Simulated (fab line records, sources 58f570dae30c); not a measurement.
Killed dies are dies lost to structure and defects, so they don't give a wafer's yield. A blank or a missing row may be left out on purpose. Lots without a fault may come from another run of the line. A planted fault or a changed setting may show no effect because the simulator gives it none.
A struck lot beside a sound one | flow berkeley_cmos170 | 14 steps out of a route of 331
Sound: wafers L285.1, L285.5, L285.6. Struck: wafers L277.3, L277.5, L277.6. The cause comes at the end.
At each step with rows: each side's tool, then ch and its chambers, then its first start. Under that, the readings that differ: sound wafers | struck wafers | difference of the means | sigmas: that difference in standard deviations of wafers without a fault.
alike: readings whose means differ by less than 2 such deviations, and words and numbers that are the same on both sides. not compared: withheld readings, readings that some wafer has no value for, bounds like >300 that may hide the same value, and numbers for which the record gives no deviation and whose values overlap.
The two part at a step that has a row with sigmas, a row that says differs or no value, or rows on one side only. Numbers that don't overlap but have no deviation are shown without sigmas and don't part them. A reading that every wafer of one side lacks parts them only if that side has two wafers or more.

first, 2 steps without rows for these wafers: UCB170_GATE_PEB_10; UCB170_GATE_DEVELOP_11 (develop time 45 s).
UCB170_GATE_CD_MEAS_12: target cd 350 nm.
  sound on cd_sem-01, day 11 12:40; struck on cd_sem-01, day 8 17:39
  alike: cd_nm
UCB170_GATE_OVL_MEAS_13:
  sound on overlay-01, day 11 12:47; struck on overlay-02, day 8 17:44
  alike: GATE_OVL
UCB170_GATE_ETCH_14: etches BARC in N2/H2.
  sound on rie_diel-02 ch 1,2, day 11 12:49; struck on rie_diel-03 ch 0,1,2, day 8 17:46
  alike: bias_w, drypump_motor_current_A, oes_product_au, rf_fwd_power_W, throttle_valve_pct
UCB170_GATE_ETCH_15: etches poly-Si in HBr/Cl2, stops on SiO2, time 56.3 s, target depth 278.2 nm.
  sound on rie_si-02 ch 0,3, day 11 12:52; struck on rie_si-01 ch 0,1,3, day 8 17:48
  alike: bias_w, drypump_motor_current_A, oes_product_au, rf_fwd_power_W, throttle_valve_pct
  not compared: rf_hours_counter_h
UCB170_GATE_STRIP_16: strips in O2.
  sound on plasma_asher-01 ch 0,1, day 11 12:54; struck on plasma_asher-03 ch 0,1, day 8 17:53
  alike: drypump_motor_current_A, oes_product_au
  not compared: rf_hours_counter_h
UCB170_GATE_CD_MEAS_90: target cd 350 nm.
  sound on cd_sem-01, day 11 13:00; struck on cd_sem-02, day 8 18:19
  alike: cd_nm
then, 4 steps without rows for these wafers: UCB170_GATE_CLEAN_17 (cleans in SPM, time 600 s); UCB170_PLDD_HMDS_00 (prime time 60 s); UCB170_PLDD_COAT_01 (resist thk 900 nm); UCB170_PLDD_SOFTBAKE_02 (time 60 s).
UCB170_PLDD_EXPOSE_03: exposes mask PSELECT, target cd 1200 nm.
  sound on krf_scanner-02 ch 0, day 11 14:03; struck on krf_scanner-01, day 8 19:03
  no value came back on the struck wafers for exposure_dose_mJ_cm2, focus_offset_nm (nm), reticle_temp_C (C); on the sound wafers exposure_dose_mJ_cm2 reads 30.054 30.035 30.068
  alike: mask
then, 1 step without rows for these wafers: UCB170_PLDD_PEB_04.

WHERE THEY PART
Only at UCB170_PLDD_EXPOSE_03, within this record.

WHY: what the simulator had put in
Skipped step whole: krf_scanner-01, from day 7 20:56 on, at UCB170_PLDD_EXPOSE_03. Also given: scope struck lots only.
